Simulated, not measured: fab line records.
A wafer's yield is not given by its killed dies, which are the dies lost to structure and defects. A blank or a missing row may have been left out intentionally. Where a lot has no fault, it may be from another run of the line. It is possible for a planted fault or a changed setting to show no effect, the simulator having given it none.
Split-lot experiment -- flow berkeley cmos170 -- on a route of 331 steps: 5 lots, 23 wafers read

== ABOUT THE SPLIT ==
At UCB170_M2_EXPOSE_12 (exposes mask METAL2, target cd 700 nm), the setting dose mj was moved away from the recipe's 26 on 7 of the 23 wafers read, by -5.3% to +6.5%. This setting was run at the recipe's value on the other wafers.

== FROM THE SPLIT TO THE READING: what the file shows between them, 6 steps ==
- UCB170_M2_PEB_13
- UCB170_M2_DEVELOP_14: develop time 45 s
- UCB170_M2_CD_MEAS_15: target cd 700 nm
- UCB170_M2_ETCH_17: etches BARC in N2/H2
- UCB170_M2_METAL_ETCH_18: etches Al in Cl2/BCl3, stops on SiO2, target depth 1170 nm, time 195 s
- UCB170_M2_STRIP_19: strips in O2

== THE READING ==
Shown in nm: cd nm at UCB170_M2_CD_MEAS_90, with target cd 700 nm. A value of 700.4 nm with a standard deviation of 2 nm is what fault-free wafers of this fab line usually give.

wafer,"tool, chamber at the split",dose mj as run,against the recipe,"cd nm, nm",against lot-mates on the recipe
L074.1,"krf scanner-02, 0",26,recipe,698.9,-
L074.2,"krf scanner-02, 0",26,recipe,701.0,-
L074.3,"krf scanner-02, 0",26,recipe,698.4,-
L076.1,"krf scanner-02, 0",27.68,+6.5%,685.2,-14.4
L076.2,"krf scanner-02, 0",26,recipe,700.2,-
L076.3,"krf scanner-02, 0",26,recipe,699.4,-
L076.4,"krf scanner-02, 0",26,recipe,699.2,-
L076.6,"krf scanner-02, 0",27.68,+6.5%,689.2,-10.4
L077.1,"krf scanner-02, 0",26,recipe,700.7,-
L077.3,"krf scanner-02, 0",26,recipe,702.5,-
L077.4,"krf scanner-02, 0",26,recipe,701.7,-
L077.5,"krf scanner-02, 0",26,recipe,701.5,-
L077.6,"krf scanner-02, 0",26,recipe,703.8,-
L081.2,"krf scanner-01, 0",24.62,-5.3%,713.9,+10.5
L081.3,"krf scanner-01, 0",26,recipe,703.4,-
L081.4,"krf scanner-01, 0",24.62,-5.3%,710.9,+7.5
L081.5,"krf scanner-01, 0",24.62,-5.3%,712.7,+9.3
L081.6,"krf scanner-01, 0",26,recipe,703.4,-
L082.2,"krf scanner-02, 0",26,recipe,701.6,-
L082.3,"krf scanner-02, 0",26,recipe,702.8,-
L082.4,"krf scanner-02, 0",24.87,-4.3%,711.3,+7.9
L082.5,"krf scanner-02, 0",24.87,-4.3%,710.4,+7.0
L082.6,"krf scanner-02, 0",26,recipe,705.8,-

FIT RESULTS
A straight line over all 23 wafers: cd nm changes by -2.15 nm for each +1% of dose mj; r = -0.96; the points scatter about the line by 1.9 nm.
The same after taking each lot's own level away (the mean of its wafers on the recipe; 23 wafers): -1.81 nm for each +1%; r = -0.98; scatter 1.3 nm.
That fit puts the effect of the largest move of dose mj on the reading at 12 nm.
The lots' own levels span 699.43 to 703.40 nm, that is 2.0 times the standard deviation above.
In other words, the slope is changed by the lot-to-lot level; the two fits disagree.
Check: with one of the wafers moved furthest among these (+6.5%) left out of the fit, the line predicts -10.8 nm for it against its lot-mates. It came out at -14.4 nm against them.

== ADDITIONAL SPLITS CARRIED BY THESE WAFERS ==
These wafers also went through other splits before the reading. Each is held against what the fit with the lots' levels taken away leaves over:
other split on the same wafers,wafers away from the commonest value,r with cd nm (lot level and that fit taken away)
UCB170_PLDD_EXPOSE_03 dose mj,4,-0.20
UCB170_PSD_IMPLANT_08 dose cm2,9,-0.03
UCB170_NSD_IMPLANT_08 dose cm2,5,+0.01
UCB170_BACKSIDE_SOFTBAKE_02 time s,8,-0.15
UCB170_CONTACT_CVD_01 temp c,10,-0.08
UCB170_V1_CMP_02 leave above ref nm,10,+0.11

== THE WHOLE CHAIN: every reading that the file lists as answering this split, in the file's order ==
step,what it does,reading,change (the file's fit),r (the file's)
UCB170_M2_CD_MEAS_15,target cd 700 nm,cd nm,-1.79 nm for each +1% of the setting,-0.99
UCB170_M2_ETCH_17,etches BARC in N2/H2,"M2.cd nm (the simulator's own value, which no gauge read)",-1.77 nm for each +1% of the setting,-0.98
UCB170_M2_CD_MEAS_90,target cd 700 nm,cd nm,-1.81 nm for each +1% of the setting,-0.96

== THE FILE'S OWN FIT ==
cd nm changes by -1.81 nm for each +1% of dose mj, r = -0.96.
